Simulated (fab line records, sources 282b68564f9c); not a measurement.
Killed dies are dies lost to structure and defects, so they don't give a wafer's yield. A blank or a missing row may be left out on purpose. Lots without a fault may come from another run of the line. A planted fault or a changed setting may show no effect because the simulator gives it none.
Which tool did it? | flow rit_cmos | 13 lots, 39 wafers sampled, at 2 steps of a route of 202

WHAT THE GAUGES READ, wafer by wafer
RIT_ACTIVE_CD_MEAS_11: target cd 1400 nm. Usual: cd_nm 1399.7 nm, standard deviation 2.4.
lot  | measured    | on        | cd_nm (nm)           | flag
L915 | day 1 14:34 | cd_sem-01 | 1399.9 1403.6 1402.6 |
L916 | day 1 20:44 | cd_sem-01 | 1397.1 1395.5 1395.9 |
L918 | day 2 05:36 | cd_sem-01 | 1398.5 1398.4 1399.9 |
L919 | day 2 13:16 | cd_sem-01 | 1399.0 1402.5 1400.1 |
L921 | day 2 23:02 | cd_sem-01 | 1399.9 1399.6 1400.9 |
L922 | day 3 02:09 | cd_sem-01 | 1402.5 1401.7 1404.9 |
L924 | day 3 11:28 | cd_sem-01 | 1398.9 1397.6 1395.2 |
L926 | day 3 21:34 | cd_sem-01 | 1552.1 1552.2 1551.2 | OFF
L934 | day 5 13:46 | cd_sem-02 | 1398.8 1400.4 1400.3 |
L935 | day 5 18:42 | cd_sem-01 | 1398.2 1397.0 1397.6 |
L936 | day 6 00:39 | cd_sem-01 | 1401.0 1399.3 1400.5 |
L937 | day 6 05:19 | cd_sem-02 | 1404.0 1400.8 1403.2 |
L938 | day 6 10:41 | cd_sem-02 | 1399.9 1399.4 1400.1 |

WHICH TOOL RAN EACH LOT (tool, then ch and the chambers of the sampled wafers, then the start)
lot  | RIT_ACTIVE_EXPOSE_08
L915 | iline_stepper-02 ch 0, day 1 14:10
L916 | iline_stepper-01 ch 0, day 1 20:20
L918 | iline_stepper-01 ch 0, day 2 05:12
L919 | iline_stepper-01 ch 0, day 2 12:52
L921 | iline_stepper-01 ch 0, day 2 22:38
L922 | iline_stepper-01 ch 0, day 3 01:45
L924 | iline_stepper-01 ch 0, day 3 11:04
L926 | iline_stepper-01 ch 0, day 3 21:10
L934 | iline_stepper-01 ch 0, day 5 13:22
L935 | iline_stepper-01 ch 0, day 5 18:18
L936 | iline_stepper-01 ch 0, day 6 00:15
L937 | iline_stepper-01 ch 0, day 6 04:55
L938 | iline_stepper-01 ch 0, day 6 10:17
- RIT_ACTIVE_EXPOSE_08: exposes mask M1, target cd 1400 nm.

WHAT THE TOOLS THEMSELVES READ (means of the sampled wafers that have a number; where no wafer has one, the mark that the record gives instead)
The record holds no such reading with a usual standard deviation.

THE ANSWER, worked out from the rows above alone
Rule: a lot is off if the mean of its wafers that have a number lies more than 3 standard deviations from the usual mean. A lot without any number at a reading at which 4 lots or more have one is off too. The other lots that the step has rows for count as sound. The gauges are gone through in route order, then the tools' own readings, and for those a lot's mean is taken as printed above. The first step at which some lot is off is used, and at that step the reading that is off furthest; a lot without a number counts as furthest.
Off: L926, at RIT_ACTIVE_CD_MEAS_11 (cd_nm).
A tool fits if, at a process step before that reading, it ran every lot that is off, and no sound lot after the first of them. The gauges at RIT_ACTIVE_CD_MEAS_11 are tried like those tools. None of those tried fits.

WHAT THE SIMULATOR HAD PUT IN
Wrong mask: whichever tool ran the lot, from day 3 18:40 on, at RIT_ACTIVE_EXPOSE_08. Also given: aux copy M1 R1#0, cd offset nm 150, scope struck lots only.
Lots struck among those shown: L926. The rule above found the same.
